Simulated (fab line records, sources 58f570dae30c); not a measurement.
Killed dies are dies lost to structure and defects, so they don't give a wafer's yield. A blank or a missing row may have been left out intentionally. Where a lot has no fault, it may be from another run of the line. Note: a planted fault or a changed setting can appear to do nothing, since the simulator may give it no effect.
fab line records    flow berkeley-cmos170
[record] lots = 6  wafers = 18  last-day = 11
route steps=331 shown V2@298 M3@309
lots that met no fault: from a run of the same line without faults
start-h: the number of hours between the record's first day and the start of the first shown wafer of the lot    wait-h: hours since the lot's step before    " unchanged from the row above    L1.1+2: a row that stands for several wafers    - no value, or no start given    * or withheld: withheld    < > ~ a bound
route shown NAME@n: NAME is a module with steps in the file, n the number in the route of the first one    usual: mean and standard deviation over wafers with no fault    same: alike in all rows    chamber/n: place in a boat    sites: readings site by site    _std_site: their standard deviation    _edge_site: mean of outer sites minus mean of inner sites    radius-mm: for every site, how far away it sits from the centre of the wafer    mask NAME#n: copy n    behind: the tool/chamber that last shaped the wafer    hold: cause of the lot's hold/its duration in hours/its outcome    device: names the non-switching transistor (n, p or np)    end of line: the tests these same wafers got at the end of their route    a step given without rows: its recipe and nothing more    killed: at the first sort, the dies lost to defects and structure; wafer yield is something else    map: the dies of a wafer, with x for killed, . for not killed, _ for no die there
set.NAME: the setting that was run; set.NAME@STEP: the one run at that earlier step    model.NAME: the simulator's own value behind a step, which no gauge read
lots seen at some steps along the route; tables by step, rows by wafer
services: when a tool's chamber went out of use (start-h, in hours from the record's first day, below 0 if earlier), for how many hours, and the reason
[[steps]]
[step UCB170_V2_HMDS_06]
[recipe] prime-time-s = 60  prime-temp-c = 100
[step UCB170_V2_COAT_07]
[recipe] resist = KrF  spin-rpm = 1500  resist-thk-nm = 900
[step UCB170_V2_SOFTBAKE_08]
[recipe] resist = KrF  temp-c = 130  time-s = 60
[step UCB170_V2_EXPOSE_09]
[recipe] mask-id = VIA2  target-cd-nm = 700  na = 0.5  sigma-outer = 0.6  source-shape = conventional  dose-mj = 37
[step UCB170_V2_PEB_10]
[recipe] peb-temp-c = 130  peb-time-s = withheld  resist = KrF
[step UCB170_V2_DEVELOP_11]
[recipe] developer = TMAH  develop-time-s = 45  resist = KrF  dev-temp-c = 21
[step UCB170_V2_CD_MEAS_12]
[recipe] target-cd-nm = 700
[usual] cd-nm = 700.1/1.7
lot.wafer  tool       chamber  start-h  wait-h  cd-nm
L718.2     cd-sem-02  -        211.98   -       700.6
L718.3     "          -        "        "       702.1
L718.4     "          -        "        "       702.3
L720.2     cd-sem-02  -        233.27   -       702.5
L720.5     "          -        "        "       701.2
L720.6     "          -        "        "       702.7
L725.3     cd-sem-01  -        245.96   -       701.3
L725.4     "          -        "        "       700.4
L725.5     "          -        "        "       700.3
L727.2     cd-sem-02  -        246.78   -       699.8
L727.3     "          -        "        "       699.7
L727.6     "          -        "        "       701.2
L729.3     cd-sem-02  -        266.80   -       704.3
L729.5     "          -        "        "       704.3
L729.6     "          -        "        "       704.6
L731.2     cd-sem-01  -        267.61   -       698.8
L731.3     "          -        "        "       697.9
L731.5     "          -        "        "       700.5
[step UCB170_V2_OVL_MEAS_13]
[usual] V2_OVL = 1/5
lot.wafer  tool        chamber  start-h  wait-h  V2_OVL[nm]
L718.2     overlay-01  -        212.08   0.1     -5
L718.3     "           -        "        "       -1
L718.4     "           -        "        "       0
L720.2     overlay-02  -        233.38   0.1     -6
L720.5     "           -        "        "       -4
L720.6     "           -        "        "       -6
L725.3     overlay-01  -        246.05   0.1     -5
L725.4     "           -        "        "       4
L725.5     "           -        "        "       1
L727.2     overlay-02  -        246.89   0.1     -1
L727.3     "           -        "        "       0
L727.6     "           -        "        "       2
L729.3     overlay-01  -        266.89   0.1     -4
L729.5     "           -        "        "       -5
L729.6     "           -        "        "       1
L731.2     overlay-02  -        267.71   0.1     -6
L731.3     "           -        "        "       3
L731.5     "           -        "        "       5
[step UCB170_V2_ETCH_14]
[recipe] chemistry = CHF3/CF4/Ar  target = SiO2  stop-on = Al  CHF3_flow_sccm = 45  cf4-flow-sccm = 15  Ar_flow_sccm = 150  pressure-mtorr = 200  rf-w = 700  target-depth-a = 12500  over-etch-frac = 0.25  time-s = 291
[usual] drypump-motor-current-A = 5.78/0.29  mfc-ar-sccm = 150.0/0.49  oes-product-au = 0.878/0.012  throttle-valve-pct = 6.92/0.13
lot.wafer  tool         chamber  start-h  wait-h  drypump-motor-current-A  mfc-ar-sccm  oes-product-au  rf-hours-counter-h  throttle-valve-pct
L718.2     rie-diel-02  2        212.11   0.0     5.76                     149.5        0.853           22                  6.91
L718.3     "            0        "        "       6.08                     149.5        0.895           46                  6.94
L718.4     "            3        "        "       5.56                     150.1        0.885           71                  6.89
L720.2     rie-diel-03  0        233.41   0.0     5.59                     149.4        0.879           94                  6.85
L720.5     "            0        "        "       5.59                     149.8        0.887           -                   6.84
L720.6     "            3        "        "       6.21                     149.8        0.882           -                   6.88
L725.3     rie-diel-01  3        246.08   0.0     6.10                     149.0        0.884           7                   7.19
L725.4     "            1        "        "       5.52                     149.9        0.891           15                  6.87
L725.5     "            0        "        "       5.24                     149.4        0.865           -                   7.10
L727.2     rie-diel-03  3        246.92   0.0     6.18                     150.2        0.884           40                  6.87
L727.3     "            0        "        "       5.57                     150.4        0.884           95                  6.86
L727.6     "            2        "        "       5.97                     149.4        0.883           -                   6.94
L729.3     rie-diel-02  2        266.92   0.0     5.75                     149.8        0.859           25                  6.91
L729.5     "            3        "        "       5.56                     150.2        0.882           -                   6.87
L729.6     "            2        "        "       5.80                     149.5        0.860           -                   6.92
L731.2     rie-diel-02  2        267.74   0.0     5.80                     149.8        0.860           25                  6.92
L731.3     "            0        "        "       6.05                     150.4        0.883           49                  6.97
L731.5     "            1        "        "       5.68                     149.9        0.860           -                   6.81
[step UCB170_V2_STRIP_15]
[recipe] chemistry = O2  power-w = 400  pressure-mtorr = 3500  platen-temp-c = withheld  o2-flow-sccm = 400  overash-fraction = 0.5
[usual] drypump-motor-current-A = 5.7/0.34  oes-product-au = 0.722/0.0041  strip-time-to-endpoint-s = 15.26/0.12
lot.wafer  tool             chamber  start-h  wait-h  drypump-motor-current-A  oes-product-au  rf-hours-counter-h  strip-time-to-endpoint-s
L718.2     plasma-asher-01  1        212.29   0.1     5.8                      0.725           53                  15.18
L718.3     "                1        "        "       5.8                      0.727           -                   15.07
L718.4     "                0        "        "       6.3                      0.719           -                   15.35
L720.2     plasma-asher-04  1        233.59   0.1     5.4                      0.721           47                  15.04
L720.5     "                0        "        "       5.3                      0.726           -                   15.05
L720.6     "                1        "        "       5.4                      0.726           -                   15.11
L725.3     plasma-asher-02  1        246.29   0.1     5.8                      0.717           -                   15.15
L725.4     "                0        "        "       6.1                      0.723           -                   15.16
L725.5     "                0        "        "       6.2                      0.725           -                   15.31
L727.2     plasma-asher-04  0        247.10   0.1     5.3                      0.722           49                  15.21
L727.3     "                1        "        "       5.4                      0.715           -                   15.12
L727.6     "                0        "        "       5.3                      0.727           -                   15.23
L729.3     plasma-asher-04  0        267.13   0.1     5.3                      0.727           -                   15.34
L729.5     "                0        "        "       5.3                      0.724           -                   15.45
L729.6     "                1        "        "       5.4                      0.716           -                   15.39
L731.2     plasma-asher-04  0        267.92   0.1     5.3                      0.724           52                  15.29
L731.3     "                1        "        "       5.4                      0.727           -                   15.41
L731.5     "                1        "        "       5.4                      0.727           -                   15.44
[step UCB170_V2_CD_MEAS_90]
[recipe] target-cd-nm = 700
[usual] cd-nm = 700.1/1.8
lot.wafer  tool       chamber  start-h  wait-h  cd-nm
L718.2     cd-sem-01  -        212.41   0.1     700.1
L718.3     "          -        "        "       702.7
L718.4     "          -        "        "       702.9
L720.2     cd-sem-01  -        233.71   0.1     702.7
L720.5     "          -        "        "       701.8
L720.6     "          -        "        "       702.5
L725.3     cd-sem-02  -        246.39   0.1     701.0
L725.4     "          -        "        "       701.0
L725.5     "          -        "        "       699.6
L727.2     cd-sem-01  -        247.22   0.1     700.0
L727.3     "          -        "        "       700.6
L727.6     "          -        "        "       701.6
L729.3     cd-sem-02  -        267.24   0.1     703.7
L729.5     "          -        "        "       704.1
L729.6     "          -        "        "       703.4
L731.2     cd-sem-01  -        268.04   0.1     698.4
L731.3     "          -        "        "       698.2
L731.5     "          -        "        "       701.1
[step UCB170_M3_PRE_CLEAN_00]
[recipe] gas = Ar  preclean-etch-time-s = 60
[step UCB170_M3_SPUTTER_01]
[recipe] material = Al  target-thk-nm = 900  time-s = 120  power-w = 6000  chamber-pressure-pa = 0.5
[usual] throttle-valve-pct = 30.0/1
lot.wafer  tool            chamber  start-h  wait-h  throttle-valve-pct  model.Al_of_M3_SPUTTER_01.thk-nm
L718.2     pvd-sputter-02  -        212.58   0.0     30.9                905.8
L718.3     "               -        "        "       29.6                895.8
L718.4     "               -        "        "       30.4                913.7
L720.2     pvd-sputter-04  -        233.87   0.0     28.7                903.6
L720.5     "               -        "        "       29.9                902.9
L720.6     "               -        "        "       29.7                913.3
L725.3     pvd-sputter-04  -        246.54   0.0     29.8                899.7
L725.4     "               -        "        "       28.6                1299
L725.5     "               -        "        "       28.7                1304
L727.2     pvd-sputter-04  -        247.38   0.0     30.0                911.3
L727.3     "               -        "        "       28.7                1307
L727.6     "               -        "        "       30.2                898.8
L729.3     pvd-sputter-02  -        267.38   0.0     30.6                898.1
L729.5     "               -        "        "       31.5                907.6
L729.6     "               -        "        "       30.5                906.2
L731.2     pvd-sputter-02  -        268.21   0.0     30.8                906.1
L731.3     "               -        "        "       29.7                895.6
L731.5     "               -        "        "       30.2                907.2
[step UCB170_M3_RS_MEAS_02]
[recipe] thk-meas-gauge = four-point-probe  reads = Al_of_M3_SPUTTER_01
[usual] M3_AL_RS = 0.03227/0.0003
lot.wafer  tool           chamber  start-h  wait-h  M3_AL_RS[ohm/sq]
L718.2     film-metro-04  -        212.68   0.1     0.03201
L718.3     "              -        "        "       0.03226
L718.4     "              -        "        "       0.03169
L720.2     film-metro-01  -        233.98   0.1     0.03204
L720.5     "              -        "        "       0.03203
L720.6     "              -        "        "       0.03162
L725.3     film-metro-04  -        246.66   0.1     0.03223
L725.4     "              -        "        "       0.02222
L725.5     "              -        "        "       0.02207
L727.2     film-metro-02  -        247.49   0.1     0.03182
L727.3     "              -        "        "       0.02206
L727.6     "              -        "        "       0.0322
L729.3     film-metro-01  -        267.51   0.1     0.03227
L729.5     "              -        "        "       0.03187
L729.6     "              -        "        "       0.03192
L731.2     film-metro-04  -        268.31   0.1     0.0319
L731.3     "              -        "        "       0.03239
L731.5     "              -        "        "       0.0319
[step UCB170_M3_THK_MEAS_03]
[recipe] thk-meas-gauge = xrf  reads = Al_of_M3_SPUTTER_01
[usual] M3_AL_THK = 896/11
lot.wafer  tool           chamber  start-h  wait-h  M3_AL_THK[nm]
L718.2     film-metro-04  -        212.79   0.1     910
L718.3     "              -        "        "       910
L718.4     "              -        "        "       924
L720.2     film-metro-01  -        234.09   0.1     901
L720.5     "              -        "        "       896
L720.6     "              -        "        "       905
L725.3     film-metro-04  -        246.76   0.1     893
L725.4     "              -        "        "       1289
L725.5     "              -        "        "       1293
L727.2     film-metro-02  -        247.60   0.1     920
L727.3     "              -        "        "       1312
L727.6     "              -        "        "       900
L729.3     film-metro-01  -        267.61   0.1     895
L729.5     "              -        "        "       904
L729.6     "              -        "        "       902
L731.2     film-metro-04  -        268.42   0.1     914
L731.3     "              -        "        "       902
L731.5     "              -        "        "       905
[step UCB170_M3_HMDS_04]
[recipe] prime-time-s = 60  prime-temp-c = 100
[step UCB170_M3_COAT_05]
[recipe] resist = KrF  spin-rpm = 1500  resist-thk-nm = 900
[step UCB170_M3_SOFTBAKE_06]
[recipe] resist = KrF  temp-c = 130  time-s = 57.98
[step UCB170_M3_STRIP_07]
[recipe] chemistry = O2  power-w = 400  pressure-mtorr = 3500  platen-temp-c = withheld  o2-flow-sccm = 400  overash-fraction = 0.5
[usual] drypump-motor-current-A = 6.04/0.19  oes-product-au = 0.735/0.0045  strip-time-to-endpoint-s = 21.94/0.078
lot.wafer  tool             chamber  start-h  wait-h  drypump-motor-current-A  oes-product-au  rf-hours-counter-h  strip-time-to-endpoint-s
L718.2     plasma-asher-02  0        213.94   0.1     6.12                     0.738           50                  21.94
L718.3     "                1        "        "       5.78                     0.737           -                   21.97
L718.4     "                0        "        "       6.12                     0.744           -                   21.97
L720.2     plasma-asher-03  1        235.65   0.1     6.03                     0.733           13                  22.09
L720.5     "                0        "        "       6.24                     0.732           -                   22.00
L720.6     "                1        "        "       6.04                     0.729           -                   22.08
L725.3     plasma-asher-02  0        247.29   0.1     6.15                     0.735           -                   21.95
L725.4     "                1        "        "       5.78                     0.731           -                   21.97
L725.5     "                1        "        "       5.74                     0.732           -                   21.99
L727.2     plasma-asher-03  1        248.15   0.1     6.06                     0.734           15                  21.92
L727.3     "                1        "        "       6.05                     0.741           -                   21.99
L727.6     "                1        "        "       6.06                     0.737           -                   21.91
L729.3     plasma-asher-01  1        268.86   0.1     5.78                     0.736           -                   21.93
L729.5     "                0        "        "       6.27                     0.737           -                   21.95
L729.6     "                1        "        "       5.78                     0.736           -                   21.97
L731.2     plasma-asher-02  1        269.73   0.1     5.78                     0.737           58                  22.05
L731.3     "                1        "        "       5.79                     0.740           -                   21.99
L731.5     "                0        "        "       6.13                     0.739           -                   21.96
[step UCB170_M3_STRIP_08]
[recipe] chemistry = DMSO  temp-c = 80  time-s = 600  material = KrF
[step UCB170_M3_COAT_09]
[recipe] resist = BARC  temp-c = withheld  time-s = withheld  spin-rpm = 3000  resist-thk-nm = withheld
[step UCB170_M3_COAT_10]
[recipe] resist = KrF  spin-rpm = 1500  resist-thk-nm = 900
[step UCB170_M3_SOFTBAKE_11]
[recipe] resist = KrF  temp-c = 130  time-s = 60
[step UCB170_M3_EXPOSE_12]
[recipe] mask-id = METAL3  target-cd-nm = 700  na = 0.5  sigma-outer = 0.6  source-shape = conventional  dose-mj = 26
[step UCB170_M3_PEB_13]
[recipe] peb-temp-c = 130  peb-time-s = withheld  resist = KrF
[step UCB170_M3_DEVELOP_14]
[recipe] developer = TMAH  develop-time-s = 45  resist = KrF  dev-temp-c = 21
[step UCB170_M3_CD_MEAS_15]
[recipe] target-cd-nm = 700
[usual] cd-nm = 699.6/1.4
lot.wafer  tool       chamber  start-h  wait-h  cd-nm
L718.2     cd-sem-02  -        217.78   -       699.0
L718.3     "          -        "        "       700.8
L718.4     "          -        "        "       699.9
L720.2     cd-sem-01  -        237.14   -       699.9
L720.5     "          -        "        "       700.8
L720.6     "          -        "        "       701.0
L725.3     cd-sem-01  -        248.63   -       698.7
L725.4     "          -        "        "       700.4
L725.5     "          -        "        "       699.8
L727.2     cd-sem-01  -        250.15   -       698.1
L727.3     "          -        "        "       698.0
L727.6     "          -        "        "       698.7
L729.3     cd-sem-02  -        271.22   -       700.0
L729.5     "          -        "        "       700.2
L729.6     "          -        "        "       701.0
L731.2     cd-sem-01  -        271.76   -       698.8
L731.3     "          -        "        "       700.4
L731.5     "          -        "        "       699.7
[step UCB170_M3_OVL_MEAS_16]
[usual] M3_OVL = 0/6.9
lot.wafer  tool        chamber  start-h  wait-h  M3_OVL[nm]
L718.2     overlay-02  -        217.88   0.1     -1
L718.3     "           -        "        "       -3
L718.4     "           -        "        "       -4
L720.2     overlay-01  -        237.25   0.1     -8
L720.5     "           -        "        "       -6
L720.6     "           -        "        "       -3
L725.3     overlay-01  -        248.73   0.1     -3
L725.4     "           -        "        "       3
L725.5     "           -        "        "       4
L727.2     overlay-02  -        250.25   0.1     -1
L727.3     "           -        "        "       2
L727.6     "           -        "        "       -2
L729.3     overlay-01  -        271.31   0.1     -1
L729.5     "           -        "        "       2
L729.6     "           -        "        "       0
L731.2     overlay-01  -        271.87   0.1     3
L731.3     "           -        "        "       5
L731.5     "           -        "        "       -4
[step UCB170_M3_ETCH_17]
[recipe] chemistry = N2/H2  target-depth-a = withheld  overetch-a = withheld  target = BARC  time-s = withheld  source-w = 500  bias-w = 100  pressure-mtorr = 30  n2-flow-sccm = 100  h2-flow-sccm = 200
[usual] drypump-motor-current-A = 5.9/0.33  oes-product-au = 1.006/0.022  throttle-valve-pct = 13.26/0.19
lot.wafer  tool         chamber  start-h  wait-h  drypump-motor-current-A  oes-product-au  throttle-valve-pct
L718.2     rie-diel-03  3        217.91   0.0     6.2                      1.007           13.21
L718.3     "            1        "        "       6.2                      0.978           13.12
L718.4     "            3        "        "       6.1                      1.004           13.22
L720.2     rie-diel-03  0        237.28   0.0     5.6                      1.030           13.07
L720.5     "            3        "        "       6.2                      1.001           13.22
L720.6     "            2        "        "       6.0                      1.003           13.26
L725.3     rie-diel-04  2        248.75   0.0     6.0                      1.002           13.46
L725.4     "            1        "        "       5.8                      1.014           13.35
L725.5     "            2        "        "       6.0                      1.005           13.45
L727.2     rie-diel-04  2        250.28   0.0     6.0                      1.018           13.45
L727.3     "            1        "        "       5.7                      1.013           13.34
L727.6     "            1        "        "       5.8                      1.003           13.37
L729.3     rie-diel-04  3        271.33   0.0     6.5                      0.947           13.02
L729.5     "            0        "        "       5.6                      0.996           13.19
L729.6     "            1        "        "       5.8                      1.000           13.36
L731.2     rie-diel-01  0        271.90   0.0     5.3                      1.010           13.52
L731.3     "            2        "        "       5.8                      1.009           12.93
L731.5     "            2        "        "       5.8                      1.003           12.92
[step UCB170_M3_METAL_ETCH_18]
[recipe] chemistry = Cl2/BCl3  target = Al  stop-on = SiO2  pressure-mtorr = 12  target-depth-a = 11700  over-etch-frac = 0.3  time-s = 195  icp-w = 600  bias-w = 120  Cl2_flow_sccm = 90  bcl3-flow-sccm = 45
[usual] drypump-motor-current-A = 5.6/0.58  oes-product-au = 0.850/0.015  throttle-valve-pct = 24.36/0.19
lot.wafer  tool          chamber  start-h  wait-h  drypump-motor-current-A  oes-product-au  rf-hours-counter-h  throttle-valve-pct
L718.2     rie-metal-02  0        217.95   -       4.9                      0.875           1                   24.32
L718.3     "             1        "        "       5.7                      0.836           -                   24.66
L718.4     "             0        "        "       4.9                      0.874           -                   24.34
L720.2     rie-metal-01  0        237.32   -       6.3                      0.839           13                  24.47
L720.5     "             1        "        "       5.5                      0.849           -                   24.09
L720.6     "             0        "        "       6.3                      0.848           -                   24.46
L725.3     rie-metal-02  1        248.85   -       5.7                      0.836           -                   24.64
L725.4     "             0        "        "       4.9                      1.011           -                   24.26
L725.5     "             0        "        "       4.9                      1.011           -                   24.27
L727.2     rie-metal-04  0        250.32   -       6.4                      0.872           8                   24.16
L727.3     "             0        "        "       6.4                      0.983           -                   24.08
L727.6     "             1        "        "       5.0                      0.870           -                   24.43
L729.3     rie-metal-04  0        271.44   -       6.4                      0.867           -                   24.16
L729.5     "             0        "        "       6.4                      0.881           -                   24.18
L729.6     "             1        "        "       4.9                      0.870           -                   24.45
L731.2     rie-metal-01  0        271.94   -       6.3                      0.848           15                  24.49
L731.3     "             0        "        "       6.4                      0.840           -                   24.47
L731.5     "             0        "        "       6.3                      0.838           -                   24.48
[step UCB170_M3_STRIP_19]
[recipe] chemistry = O2  power-w = 400  pressure-mtorr = 3500  platen-temp-c = withheld  o2-flow-sccm = 400  overash-fraction = 0.5
[usual] drypump-motor-current-A = 6.04/0.2  oes-product-au = 0.548/0.013
lot.wafer  tool             chamber  start-h  wait-h  drypump-motor-current-A  oes-product-au  rf-hours-counter-h
L718.2     plasma-asher-01  0        218.14   0.1     6.26                     0.566           54
L718.3     "                0        "        "       6.24                     0.551           -
L718.4     "                1        "        "       5.81                     0.569           -
L720.2     plasma-asher-02  0        237.51   0.1     6.14                     0.542           53
L720.5     "                1        "        "       5.73                     0.535           -
L720.6     "                0        "        "       6.15                     0.539           -
L725.3     plasma-asher-02  1        249.01   0.1     5.77                     0.550           -
L725.4     "                0        "        "       6.14                     0.539           -
L725.5     "                1        "        "       5.78                     0.547           -
L727.2     plasma-asher-03  1        250.51   0.1     6.06                     0.569           15
L727.3     "                0        "        "       6.23                     0.570           -
L727.6     "                0        "        "       6.23                     0.571           -
L729.3     plasma-asher-01  1        271.60   0.1     5.78                     0.565           -
L729.5     "                0        "        "       6.28                     0.556           -
L729.6     "                1        "        "       5.77                     0.570           -
L731.2     plasma-asher-03  0        272.13   0.1     6.22                     0.533           18
L731.3     "                1        "        "       6.05                     0.540           -
L731.5     "                0        "        "       6.22                     0.539           -
[step UCB170_M3_PROBE_99]
lot.wafer   tool       chamber  start-h  wait-h  model.etest.antenna-m2.short  model.etest.antenna-m3.short  model.etest.antenna-m3.over-limit  model.etest.antenna-m2.over-limit
L718.2+3+4  prober-02  -        218.53   0.1     0                             0                             0                                  0
L720.2+5+6  prober-01  -        237.90   0.1     0                             0                             0                                  0
L725.3      prober-01  -        249.42   0.2     0                             0                             0                                  0
L725.4+5    prober-01  -        249.47   0.2     1                             1                             1                                  1
L727.2+6    prober-01  -        250.90   0.1     0                             0                             0                                  0
L727.3      prober-01  -        250.95   0.2     1                             1                             1                                  1
L729.3+5+6  prober-02  -        272.00   0.2     0                             0                             0                                  0
L731.2+3+5  prober-02  -        272.52   0.1     0                             0                             0                                  0
// killed by level:class
L718.2 V1:geometric-particle:open=1
L718.3 SILICIDE:geometric-particle:open=1 V2:geometric-particle:short=1
L718.4 START:geometric-particle:short=1 ACTIVE:geometric-particle:open=1 FIELD:geometric-particle:open=1 SPACER:geometric-particle:open=1 V1:geometric-particle:short=1 V2:geometric-particle:open=1
L720.2 SILICIDE:geometric-particle:short=2 M2:geometric-particle:short=1 M2:geometric-particle:open=1
L720.5 SCREENOX:geometric-particle:short=1 GATE:geometric-particle:short=1 SPACER:geometric-particle:open=1
L720.6 SPACER:geometric-particle:short=1
L729.3 M1:geometric-particle:short=2 SACOX:geometric-particle:open=1 SPACER:geometric-particle:open=1 SILICIDE:geometric-particle:short=1 M2:geometric-particle:open=1
L729.5 GATE:geometric-particle:short=1
L729.6 WELLDRIVE:geometric-particle:open=1 GATE:geometric-particle:short=1 M2:geometric-particle:short=1
L731.2
L731.3 GATE:geometric-particle:open=2 SILICIDE:geometric-particle:short=1 M2:geometric-particle:short=1
L731.5 GATE:geometric-particle:short=1 M2:geometric-particle:open=1
[[services]]
tool             chamber  start-h  hours  kind
rie-diel-02      0        202.64   1.3    repair
rie-metal-01     1        209.80   4.3    repair
pvd-sputter-02   -        215.22   1.0    repair
rie-diel-03      0        216.14   1.8    repair
rie-diel-01      -        216.77   14.6   pm
pvd-sputter-04   -        224.76   0.6    repair
rie-metal-01     1        226.22   7.5    repair
rie-diel-01      2        232.90   12.3   repair
rie-diel-02      2        233.91   2.1    repair
rie-diel-02      1        235.18   3.6    repair
plasma-asher-01  -        235.89   4.4    repair
rie-diel-02      -        238.27   0.1    repair
rie-metal-02     -        244.04   1.0    repair
pvd-sputter-02   -        245.74   7.2    repair
rie-diel-01      2        257.02   3.8    repair
plasma-asher-02  -        257.39   1.7    repair
pvd-sputter-04   -        261.10   8.2    repair
plasma-asher-01  -        266.37   1.7    repair
[[key]]
[first-sign] step = UCB170_M3_RS_MEAS_02  reading = M3_AL_RS  direction = down  sigmas = 34  usual = 0.03227  struck = 0.02212
[effect] step = UCB170_M3_THK_MEAS_03  reading = M3_AL_THK  direction = up  sigmas = 38  usual = 896  struck = 1298
[effect] step = UCB170_M3_METAL_ETCH_18  reading = oes-product-au  direction = up  sigmas = 10  usual = 0.850  struck = 1.002
[model-effect] step = UCB170_M3_SPUTTER_01  value = Al_of_M3_SPUTTER_01.thk-nm  without = 902  struck = 1303
[model-effect] step = UCB170_M3_PROBE_99  value = etest.antenna-m2.short  without = 0  struck = 1
met-at UCB170_M3_SPUTTER_01
struck-wafers L725.4,L725.5,L727.3
later-rows-left-out L725.4,L725.5,L727.3
sort-left-out L725.4,L725.5,L727.3
onset-between 233.87 246.54
[fault] kind = process-parameter-drift  tool = pvd-sputter-04  chamber = -  onset-h = 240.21  steps = UCB170_M3_SPUTTER_01  channel = target-thk-nm  offset = 401.39  shape = step  end-h = 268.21  acts-in = these-recipes-only  stated = 900  scope = struck-wafers-only
// sort-left-out: the simulated sort isn't trusted on such a fault, so these wafers' sort isn't shown, and their yield isn't known
// later-rows-left-out: the simulator's readings of these wafers behind a module that went badly wrong aren't trusted and aren't shown, but for the sort
